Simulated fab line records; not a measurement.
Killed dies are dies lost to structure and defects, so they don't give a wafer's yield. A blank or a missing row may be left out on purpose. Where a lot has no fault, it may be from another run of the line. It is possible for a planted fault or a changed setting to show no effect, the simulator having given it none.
Commonality check across tools	flow berkeley cmos170	Sampled: 13 lots, 39 wafers

## REASON IT WAS OPENED
UCB170_NVT_TW_MEAS_09, reading NVT_TW: flagged on 1 of 13 lots. No-fault wafers: 528, standard deviation 5.
Rule: flag the lot when none of its wafers has a number, or when each of its wafers that has one lies beyond 4 standard deviations from that mean. The rest of the lots are taken to be sound.

lot	measured	on	NVT_TW, wafer by wafer	flag
L592	day 5 20:17	film metro-02	527 524 526	
L595	day 6 13:44	film metro-04	532 534 533	
L596	day 6 13:55	film metro-03	524 524 526	
L594	day 6 14:01	film metro-03	527 523 525	
L597	day 7 02:56	film metro-03	30 30 30	FLAGGED
L603	day 8 03:44	film metro-04	534 532 534	
L606	day 9 01:28	film metro-03	528 527 528	
L607	day 9 01:44	film metro-03	525 528 528	
L610	day 9 07:40	film metro-02	519 519 523	
L609	day 9 07:44	film metro-03	526 527 529	
L608	day 9 07:57	film metro-02	520 521 519	
L612	day 10 11:14	film metro-04	535 533 538	
L614	day 10 15:05	film metro-02	520 519 519	
The numbers of the flagged lots are 30 on average: -498 against the usual, or -99 or more standard deviations.

## TOOL THAT RAN EACH LOT
The record keeps 1 process step preceding the reading, out of 331 steps on the route. Cell contents, in order: the tool; ch with the chambers the sampled wafers went through; the start.
lot	flag	UCB170_NVT_EXPOSE_03
L592		krf scanner-01 ch 0, day 5 19:35
L595		krf scanner-02 ch 0, day 6 12:43
L596		krf scanner-02 ch 0, day 6 12:52
L594		krf scanner-01 ch 0, day 6 13:19
L597	FLAGGED	krf scanner-02 ch 0, day 7 02:16
L603		krf scanner-01 ch 0, day 8 02:43
L606		krf scanner-01 ch 0, day 9 00:18
L607		krf scanner-02 ch 0, day 9 00:34
L610		krf scanner-02 ch 0, day 9 06:35
L609		krf scanner-01 ch 0, day 9 06:50
L608		krf scanner-01 ch 0, day 9 06:58
L612		krf scanner-02 ch 0, day 10 09:52
L614		krf scanner-02 ch 0, day 10 14:25
These steps, and what they do:
- UCB170_NVT_EXPOSE_03: exposes mask PWELL, target cd 3000 nm.
- UCB170_NVT_TW_MEAS_09

## FLAGGED OVER TOTAL, TOOL BY TOOL (the gauges that took the reading come last)
step	tool	lots run	flagged	share of the flagged lots	sound lots run after its first flagged lot
UCB170_NVT_EXPOSE_03	krf scanner-01	6	0	none	-
UCB170_NVT_EXPOSE_03	krf scanner-02	7	1	all	4 (L607,L610,L612,L614)
UCB170_NVT_TW_MEAS_09	film metro-02	4	0	none	-
UCB170_NVT_TW_MEAS_09	film metro-03	6	1	all	3 (L606,L607,L609)
UCB170_NVT_TW_MEAS_09	film metro-04	3	0	none	-

## WHAT IS ALLOWED BY THE TABLE
Table rows that saw every flagged lot: 2, namely krf scanner-02 at UCB170_NVT_EXPOSE_03 and film metro-03 at UCB170_NVT_TW_MEAS_09.
- krf scanner-02 at UCB170_NVT_EXPOSE_03: 1 of its 7 lots flagged. Lots that were sound ran on it after the first flagged one (L607, L610, L612, L614); a persistent fault on the entire tool would not allow that.
- film metro-03 at UCB170_NVT_TW_MEAS_09: 1 of its 6 lots flagged. Lots that were sound ran on it after the first flagged one (L606, L607, L609); a persistent fault on the entire tool would not allow that.
No row of the table ran every flagged lot and no sound lot after the first.

## WHAT WAS PUT IN BY THE SIMULATOR
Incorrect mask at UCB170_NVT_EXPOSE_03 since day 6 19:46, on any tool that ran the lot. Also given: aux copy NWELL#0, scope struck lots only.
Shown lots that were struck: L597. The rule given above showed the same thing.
